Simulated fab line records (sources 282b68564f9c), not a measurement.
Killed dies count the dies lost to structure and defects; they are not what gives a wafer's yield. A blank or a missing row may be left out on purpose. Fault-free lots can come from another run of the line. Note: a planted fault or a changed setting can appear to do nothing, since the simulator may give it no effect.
A lot that was struck, set against a sound lot ; flow rit cmos ; 17 steps out of a route of 202
Sound: these wafers, L197.2, L197.4, L197.5. Struck: wafers L210.1, L210.3, L210.6. The cause is named last.
Per side, at each step with rows, come the tool, then ch with its chambers, and then its first start. Under that, the readings that differ: sound wafers ; struck wafers ; difference of the means ; sigmas: that difference in standard deviations of wafers without a fault.
alike: a reading whose means differ by less than 2 such deviations, as well as words and numbers matching on both sides. not compared: withheld readings; readings where some wafer has no value; bounds like >300 that might hide an equal value; numbers whose values overlap and for which the record gives no deviation.
Wherever a step has rows on one side only, a row that says differs or no value, or a row with sigmas, the two part there. When numbers do not overlap yet have no deviation, they are printed without sigmas and do not part them. Lack of a reading on every wafer of one side parts them only where that side has two or more wafers.

first, 2 steps without rows for these wafers: RIT_NRETRO_HARDBAKE_07 (time 120 s); RIT_NRETRO_IMPLANT_08.
RIT_NRETRO_STRIP_09: strips in O2, time 180 s.
  sound on plasma asher-02 ch 0,1, day 2 06:18; struck on plasma asher-01 ch 0,1, day 4 22:50
  alike: drypump motor current A
  not compared: rf hours counter h
RIT_NRETRO_TW_MEAS_10:
  sound: film metro-04 at day 2 06:29; struck: film metro-03 at day 4 23:03
  alike: NRETRO_TW
then, 6 steps without rows for these wafers: RIT_PRETRO_HMDS_00 (prime time 60 s); RIT_PRETRO_COAT_01 (resist thk 1300 nm); RIT_PRETRO_SOFTBAKE_02 (time 60 s); RIT_PRETRO_EXPOSE_03 (exposes mask M5, target cd 43700 nm); RIT_PRETRO_PEB_04; RIT_PRETRO_DEVELOP_05 (develop time 68 s).
RIT_PRETRO_OVL_MEAS_06:
  sound: overlay-02 at day 2 07:33; struck: overlay-02 at day 5 00:07
  alike: PRETRO_OVL
then, 1 step without rows for these wafers: RIT_PRETRO_HARDBAKE_07 (time 120 s).
RIT_PRETRO_IMPLANT_08:
  sound on implanter-02 ch 0, day 2 07:52; struck on implanter-02 ch 0, day 5 00:24
reading;sound;struck;difference;sigmas
dose ions cm2;1.2009e+13 1.2004e+13 1.1986e+13;1.6313e+13 1.6322e+13 1.6299e+13;+4.3117e+12;+99 or more
faraday current uA;37.5 37.8 36.9;52.6 50.2 51.8;+14.1;+17
  alike: tilt deg
RIT_PRETRO_STRIP_09: strips in O2, time 180 s.
  sound on plasma asher-01 ch 0,1, day 2 07:59; struck on plasma asher-03 ch 0,1, day 5 00:33
reading;sound;struck;difference;sigmas
drypump motor current A (A);5.2 4.7 4.7;5.9 5.9 5.8;+1.0;+2
  not compared: rf hours counter h
RIT_PRETRO_TW_MEAS_10:
  sound: film metro-02 at day 2 08:10; struck: film metro-02 at day 5 00:44
reading;sound;struck;difference;sigmas
PRETRO_TW;481.6 480.9 478.8;531.6 529.3 528.1;+49.2;+19
then, 1 step without rows for these wafers: RIT_GATE_WET_ETCH_00 (etches SiO2 in BOE, target depth 56 nm, time 60 s).
RIT_M1_PROBE_99:
  sound: prober-02 at day 3 09:00; struck: prober-02 at day 6 04:38
reading;sound;struck;difference;sigmas
model.etest.nmos_0p3.r on ohm um;2155 2135 2141;2359 2399 2348;+225;
model.etest.nmos_0p15.r on ohm um;1129 1111 1134;1156 1184 1186;+51;
model.etest.nmos turned.drive ua um;330.3 335.2 326;292.9 292.5 286.3;-39.9;
model.etest.nmos_0p15.drive ua um;473.5 469.9 466;418.2 417.7 422.1;-50.5;
model.etest.nmos_0p3.drive ua um;228.5 224.9 227.7;186.5 186.6 188.9;-39.7;
model.etest.nmos narrow.drive ua um;229.6 223.6 224.3;187.8 187.2 190.1;-37.5;
model.etest.ring.delay ps;27.36 27.32 27.94;28.36 28.37 28.4;+0.84;
model.etest.retro edge nmos.off log10 a um;-9.996 -10.16 -9.933;-10.99 -10.94 -11.1;-0.98;
  alike: killed at contacts, killed at front end, killed dies, killed open, killed short

== WHERE THEY PART ==
First at RIT_PRETRO_IMPLANT_08; last, within this record, at RIT_PRETRO_TW_MEAS_10. Later steps at which nothing parts them and some readings are alike: RIT_M1_PROBE_99.

WHY: the cause the simulator had injected
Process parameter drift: implanter-02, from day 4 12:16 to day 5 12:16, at RIT_PRETRO_IMPLANT_08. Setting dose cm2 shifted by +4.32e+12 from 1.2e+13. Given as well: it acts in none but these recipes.
